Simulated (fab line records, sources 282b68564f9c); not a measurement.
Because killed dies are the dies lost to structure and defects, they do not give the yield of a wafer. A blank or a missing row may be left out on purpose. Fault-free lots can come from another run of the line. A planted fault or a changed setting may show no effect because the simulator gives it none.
Problem report in the 8D (eight disciplines) form, filled by code	flow ritCmos	the parts of the form that need people (team, actions taken, sign-off) are left out

## 1. WHAT IS WRONG
Across 6 wafers from 2 lots, PSD_RS at RIT_SDANNEAL_RS_MEAS_04 averages 94.1 ohm/sq, while fault-free wafers read 115.9 ohm/sq with a standard deviation of 0.33. Measured from the usual mean, that is -66 standard deviations.
The step: measures by four-point-probe.
Seen first at day 7 05:52 on filmMetro-02, wafer L871.2. At this step, 42 wafers from 14 lots have a number in the record. Rule for "out", or "out of limits": more than 4 standard deviations from the usual mean. The rest of the wafers with a number are treated as sound.

## 2. WHAT THIS IS AND IS NOT
question	is	is not
which readings at this step	PSD_RS	-
which lots	L871, L873	L851, L852, L854, L855, L858, L859, L860, L862, L863, L864, L865, L867
which wafers of those lots	all that have a number	-
read on which gauges	filmMetro-02, filmMetro-03	filmMetro-01
when	from day 7 05:52	up to then (36 sound wafers)

## 3. THE SUSPECTS, EACH WITH WHAT RULES IT OUT
Counting: a tool at any process step up to the reading remains a suspect when it ran all the lots that are out and ran no sound lot after the first of those.
- the gauge at RIT_SDANNEAL_RS_MEAS_04 has been ruled out. Those wafers that are out were read across 2 gauges (filmMetro-02, filmMetro-03).
- rtpAnneal-01 at RIT_SDANNEAL_RTA_03 (time 5 s): kept. Every lot that is out went through it, starting with L871 (day 7 05:48), and after that it ran no sound lot; the last sound lot it ran before then is L867 (day 6 08:58). Its own readings are out on those wafers: wafer_temp_C_max.
Remaining after the count: rtpAnneal-01 at RIT_SDANNEAL_RTA_03.

## 4. THE CAUSE (what the simulator had put in)
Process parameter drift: rtpAnneal-01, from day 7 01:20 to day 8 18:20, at RIT_SDANNEAL_RTA_03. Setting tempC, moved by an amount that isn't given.
Only this tool survived the counting.

## 5. THE CHAIN OF EFFECTS, in route order
Each row: a reading whose mean over the struck wafers that have a number lies more than 3 standard deviations from the usual. Readings are gone through only where the record gives a usual standard deviation; hours: the median, over the lots, of the time from a lot's start at the first step in this table giving one to that lot's start at this step; sigmas: the change measured in usual standard deviations.
hours	step	reading	usual	on struck wafers	change	sigmas
0	RIT_SDANNEAL_RTA_03	wafer_temp_C_max	1053.5	1086.2	+32.7	+30
0	RIT_SDANNEAL_RS_MEAS_04	PSD_RS	115.9 ohm/sq	94.1	-21.8	-66
0	RIT_SDANNEAL_RS_MEAS_05	NSD_RS	84.54 ohm/sq	83.29	-1.25	-4.5
0	RIT_SDANNEAL_RS_MEAS_06	PLDD_RS	179.7 ohm/sq	160.5	-19.2	-38
It contains these process steps:
- RIT_SDANNEAL_RTA_03: time 5 s.
Later steps that measure or inspect, where all struck wafers having a row at the step show a number for every such reading and not one has moved that far: RIT_CONTACT_CD_MEAS_08.

## 6. HOW IT WOULD HAVE BEEN CAUGHT EARLIER
Counted from the fault's start at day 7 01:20, it took 5 hours until the first out-of-limits reading at a measuring or inspecting step in this record, taken at day 7 05:52.
Tool's own readings at RIT_SDANNEAL_RTA_03, wafer_temp_C_max: out on all struck wafers the step has rows for; an alarm limit on them would have tripped on the first.
Among the 2 lots that are out, L873 began RIT_SDANNEAL_RTA_03 on rtpAnneal-01 after day 7 05:52. A hold on the tool at that time would have spared it.
